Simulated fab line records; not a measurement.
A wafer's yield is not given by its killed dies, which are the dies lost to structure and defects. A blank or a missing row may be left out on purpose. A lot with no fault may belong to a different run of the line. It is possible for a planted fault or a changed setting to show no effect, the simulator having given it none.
A single fault, viewed from 2 desks / flow berkeley-cmos170 / what lay behind the numbers comes last; until then each desk has only its own

## AT THE METROLOGY DESK
Means of the sampled wafers that have a number, per lot and without regard to the tool the lot ran on: this is what the gauges read. If a lot's mean is further than 4 standard deviations from the usual mean, the lot is out of limits and carries the mark OUT (the distance appears in the brackets).
Columns: A = NWELL_NITRIDE_THK at UCB170_NWELL_THK_MEAS_05, usual 222.6 nm; B = PWELL_NITRIDE_THK at UCB170_PWELL_THK_MEAS_06, usual 219.8 nm
lot=L882; first seen here=day 3 03:47; A=222.0; B=216.4
lot=L883; first seen here=day 3 03:47; A=221.6; B=220.0
lot=L884; first seen here=day 3 13:08; A=222.2; B=220.2
lot=L885; first seen here=day 3 13:08; A=225.1; B=221.9
lot=L886; first seen here=day 3 21:37; A=221.3; B=216.7
lot=L887; first seen here=day 3 21:38; A=221.9; B=219.8
lot=L888; first seen here=day 4 05:35; A=222.0; B=220.2
lot=L890; first seen here=day 4 11:45; A=219.0; B=218.6
lot=L889; first seen here=day 4 11:46; A=222.4; B=221.1
lot=L891; first seen here=day 4 20:09; A=222.5; B=221.6
lot=L894; first seen here=day 5 11:41; A=222.8; B=216.9
lot=L897; first seen here=day 6 02:43; A=221.7; B=221.5
lot=L898; first seen here=day 6 11:18; A=224.4; B=218.2
lot=L899; first seen here=day 6 11:18; A=222.8; B=221.5
lot=L900; first seen here=day 6 18:50; A=220.6; B=218.6
Finding of this desk: none of the 15 lots has anything out of limits.

## FOR THE TOOL OWNER'S DESK: implanter-03
UCB170_PVT_IMPLANT_07, tool's own readings: per-lot mean of the sampled wafers with a number, covering each lot this tool ran. If a lot's mean is further than 4 standard deviations from the usual mean, the lot is out of limits and carries the mark OUT (the distance appears in the brackets).
Columns: A = beam-energy-keV at UCB170_PVT_IMPLANT_07, usual 30.163; B = dose-ions-cm2 at UCB170_PVT_IMPLANT_07, usual 2.0001e+12; C = faraday-current-uA at UCB170_PVT_IMPLANT_07, usual 6.36
lot=L882; first seen here=day 7 10:36; A=30.161; B=2.0004e+12; C=6.43
lot=L884; first seen here=day 7 20:05; A=30.169; B=2.0038e+12; C=6.32
lot=L885; first seen here=day 7 21:44; A=30.158; B=2.0013e+12; C=6.41
lot=L886; first seen here=day 8 06:05; A=30.167; B=2.0016e+12; C=6.28
lot=L889; first seen here=day 8 20:52; A=30.167; B=2.1172e+12 (+51) OUT; C=6.76
lot=L891; first seen here=day 9 06:22; A=30.165; B=2.1213e+12 (+53) OUT; C=6.79
lot=L894; first seen here=day 9 22:57; A=30.162; B=2.1193e+12 (+52) OUT; C=6.66
This desk finds L889, L891, L894 out of limits, L889 being first, at day 8 20:52 (dose-ions-cm2 at UCB170_PVT_IMPLANT_07). In limits: L882, L884, L885, L886.

## ALL TOGETHER
The tool owner's desk could have raised an alarm at day 8 20:52, on L889, L891, L894.
From the metrology desk's view, nothing was out of limits.
The metrology desk has L889, L891, L894 on record, within its limits.
All the named lots went through UCB170_PVT_IMPLANT_07 on implanter-03.

## WHAT HAD BEEN PUT IN BY THE SIMULATOR
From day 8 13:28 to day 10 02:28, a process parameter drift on implanter-03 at UCB170_PVT_IMPLANT_07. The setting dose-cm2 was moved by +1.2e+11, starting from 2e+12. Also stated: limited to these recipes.
Shown lots that were struck: L889, L891, L894.
How many hours passed from the start of the fault until each desk's first out-of-limits reading: the tool owner's desk, 7.
